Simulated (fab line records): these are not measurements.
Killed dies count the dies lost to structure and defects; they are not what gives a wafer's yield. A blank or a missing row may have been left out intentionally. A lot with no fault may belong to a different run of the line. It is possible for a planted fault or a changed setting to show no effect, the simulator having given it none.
A struck lot beside a sound one	flow berkeleyCmos170	14 out of 331 route steps
Sound: these wafers, L247.3, L247.5, L247.6. Struck: wafers L249.2, L249.4, L249.6. The cause comes at the end.
At each step with rows: each side's tool, then ch and its chambers, then its first start. Under that, the readings that differ: sound wafers	struck wafers	difference of the means	sigmas: that difference in standard deviations of wafers without a fault.
alike: readings whose means differ by less than 2 such deviations, and words and numbers that are the same on both sides. not compared: withheld readings, readings that some wafer has no value for, bounds like >300 that may hide the same value, and numbers for which the record gives no deviation and whose values overlap.
Wherever a step has rows on one side only, a row that says differs or no value, or a row with sigmas, the two part there. Numbers that don't overlap but have no deviation are shown without sigmas and don't part them. Lack of a reading on every wafer of one side parts them only where that side has two or more wafers.

UCB170_M3_SPUTTER_01: material Al, target thk 900 nm, time 120 s.
  sound: pvdSputter-01 at day 9 14:40; struck: pvdSputter-01 at day 10 05:03
  alike: chamberPressurePa, throttleValvePct
UCB170_M3_RS_MEAS_02: measures by four-point-probe.
  sound: filmMetro-02 at day 9 14:47; struck: filmMetro-03 at day 10 05:09
  alike: M3_AL_RS
UCB170_M3_THK_MEAS_03: measures by xrf.
  sound: filmMetro-02 at day 9 14:53; struck: filmMetro-03 at day 10 05:16
  alike: M3_AL_THK
then, 3 steps without rows for these wafers: UCB170_M3_HMDS_04 (prime time 60 s); UCB170_M3_COAT_05 (resist thk 900 nm); UCB170_M3_SOFTBAKE_06 (time 60 s).
UCB170_M3_STRIP_07: strips in O2.
  sound on plasmaAsher-03 ch 0,1, day 9 15:49; struck on plasmaAsher-04 ch 0,1, day 10 05:46
reading	sound	struck	difference	sigmas
oesProductAu (a.u.)	0.738 0.741 0.740	0.729 0.727 0.734	-0.010	-2
  alike: drypumpMotorCurrentA, stripTimeToEndpointS
  not compared: rfHoursCounterH
then, 5 steps without rows for these wafers: UCB170_M3_STRIP_08 (strips KrF in DMSO, time 600 s); UCB170_M3_COAT_09; UCB170_M3_COAT_10 (resist thk 900 nm); UCB170_M3_SOFTBAKE_11 (time 60 s); UCB170_M3_EXPOSE_12 (exposes mask METAL3, target cd 700 nm).
UCB170_M3_PEB_13:
  sound on lithoTrack-02 ch 0, day 9 17:06; struck on lithoTrack-02, day 10 07:14
  no value came back on the struck wafers for chillPlateTempC (C), exhaustPa (Pa); on the sound wafers chillPlateTempC (C) reads 23.04 23.06 23.09
then, 1 step without rows for these wafers: UCB170_M3_DEVELOP_14 (develop time 45 s).

## WHERE THEY PART
At UCB170_M3_STRIP_07 first; at UCB170_M3_PEB_13 last (within this record only).

WHY: what the simulator had put in
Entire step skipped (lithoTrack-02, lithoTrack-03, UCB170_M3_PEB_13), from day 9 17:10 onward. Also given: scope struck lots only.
